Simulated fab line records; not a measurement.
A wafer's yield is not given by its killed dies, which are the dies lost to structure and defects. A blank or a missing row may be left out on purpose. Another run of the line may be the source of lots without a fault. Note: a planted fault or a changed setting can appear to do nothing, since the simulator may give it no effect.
Split-lot trial + flow berkeley-cmos170 + route with 331 steps; 5 lots, 23 wafers read

== ABOUT THE SPLIT ==
At UCB170_ACTIVE_STRIP_16 (strips in O2), the setting power-w was moved away from the recipe's 400 W on 4 of the 23 wafers read, by -7.2% to +10.7%. The other wafers ran this setting at the recipe's value.

The reading comes from the split's own step.

== THE READING ==
oes-product-au, in a.u., at UCB170_ACTIVE_STRIP_16 (strips in O2). Fault-free wafers of this fab line usually give 0.721 a.u., standard deviation 0.0048 a.u.

| wafer  | tool, chamber at the split | power-w as run, W | against the recipe | oes-product-au, a.u. | against lot-mates on the recipe |
|--------|----------------------------|-------------------|--------------------|----------------------|---------------------------------|
| L074.2 | plasma-asher-04, 1         | 400               | recipe             | 0.728                | -                               |
| L074.3 | plasma-asher-04, 1         | 400               | recipe             | 0.729                | -                               |
| L074.4 | plasma-asher-04, 0         | 400               | recipe             | 0.716                | -                               |
| L077.1 | plasma-asher-02, 1         | 400               | recipe             | 0.718                | -                               |
| L077.2 | plasma-asher-02, 0         | 400               | recipe             | 0.734                | -                               |
| L077.3 | plasma-asher-02, 0         | 400               | recipe             | 0.721                | -                               |
| L077.5 | plasma-asher-02, 1         | 400               | recipe             | 0.718                | -                               |
| L077.6 | plasma-asher-02, 0         | 400               | recipe             | 0.718                | -                               |
| L079.1 | plasma-asher-04, 0         | 400               | recipe             | 0.720                | -                               |
| L079.2 | plasma-asher-04, 1         | 400               | recipe             | 0.724                | -                               |
| L079.3 | plasma-asher-04, 1         | 400               | recipe             | 0.723                | -                               |
| L079.4 | plasma-asher-04, 0         | 400               | recipe             | 0.719                | -                               |
| L079.5 | plasma-asher-04, 1         | 400               | recipe             | 0.719                | -                               |
| L083.1 | plasma-asher-04, 0         | 400               | recipe             | 0.726                | -                               |
| L083.2 | plasma-asher-04, 1         | 443               | +10.7%             | 0.754                | +0.032                          |
| L083.4 | plasma-asher-04, 1         | 443               | +10.7%             | 0.762                | +0.040                          |
| L083.5 | plasma-asher-04, 1         | 400               | recipe             | 0.719                | -                               |
| L083.6 | plasma-asher-04, 0         | 400               | recipe             | 0.722                | -                               |
| L085.1 | plasma-asher-04, 1         | 400               | recipe             | 0.717                | -                               |
| L085.2 | plasma-asher-04, 0         | 371.3             | -7.2%              | 0.696                | -0.020                          |
| L085.3 | plasma-asher-04, 1         | 371.3             | -7.2%              | 0.696                | -0.020                          |
| L085.4 | plasma-asher-04, 0         | 400               | recipe             | 0.713                | -                               |
| L085.5 | plasma-asher-04, 0         | 400               | recipe             | 0.718                | -                               |

THE FIT
A straight line over all 23 wafers: oes-product-au changes by +0.00345 a.u. for each +1% of power-w; r = +0.94; the points scatter about the line by 0.0049 a.u.
The same after taking each lot's own level away (the mean of its wafers on the recipe; 23 wafers): +0.00315 a.u. for each +1%; r = +0.94; scatter 0.0044 a.u.
According to that fit, moving power-w by its largest amount changes the reading by 0.034 a.u.
Across the lots, their own levels run from 0.7160 to 0.7243 a.u., a range of 1.7 times the standard deviation given above.
The two slopes agree, so the slope changes little with the lot-to-lot level.
Check: with one of the wafers moved furthest among these (+10.7%) left out of the fit, the line predicts +0.0357 a.u. for it against its lot-mates. Against them it came out at +0.0317 a.u.
Tool readings at the split's step, against how far the setting was moved: oes-product-au r = +0.94; strip-time-to-endpoint-s r = -0.99.

== THESE WAFERS: OTHER SPLITS ==
Before the reading, these wafers also passed through other splits. Each is held against what the fit with the lots' levels taken away leaves over:
| other split on the same wafers       | wafers away from the commonest value | r with oes-product-au (lot level and that fit taken away) |
|--------------------------------------|--------------------------------------|-----------------------------------------------------------|
| UCB170_WELLDRIVE_OXIDATION_01 temp-c | 15                                   | -0.03                                                     |

== THE WHOLE CHAIN: every reading that the file lists as answering this split, in the file's order ==
| step                   | what it does | reading                  | change (the file's fit)                   | r (the file's) |
|------------------------|--------------|--------------------------|-------------------------------------------|----------------|
| UCB170_ACTIVE_STRIP_16 | strips in O2 | oes-product-au           | +0.00316 a.u. for each +1% of the setting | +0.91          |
| UCB170_ACTIVE_STRIP_16 | strips in O2 | strip-time-to-endpoint-s | withheld for each +1% of the setting      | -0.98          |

== THE FILE'S OWN FIT ==
oes-product-au changes by +0.00316 a.u. for each +1% of power-w, r = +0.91.
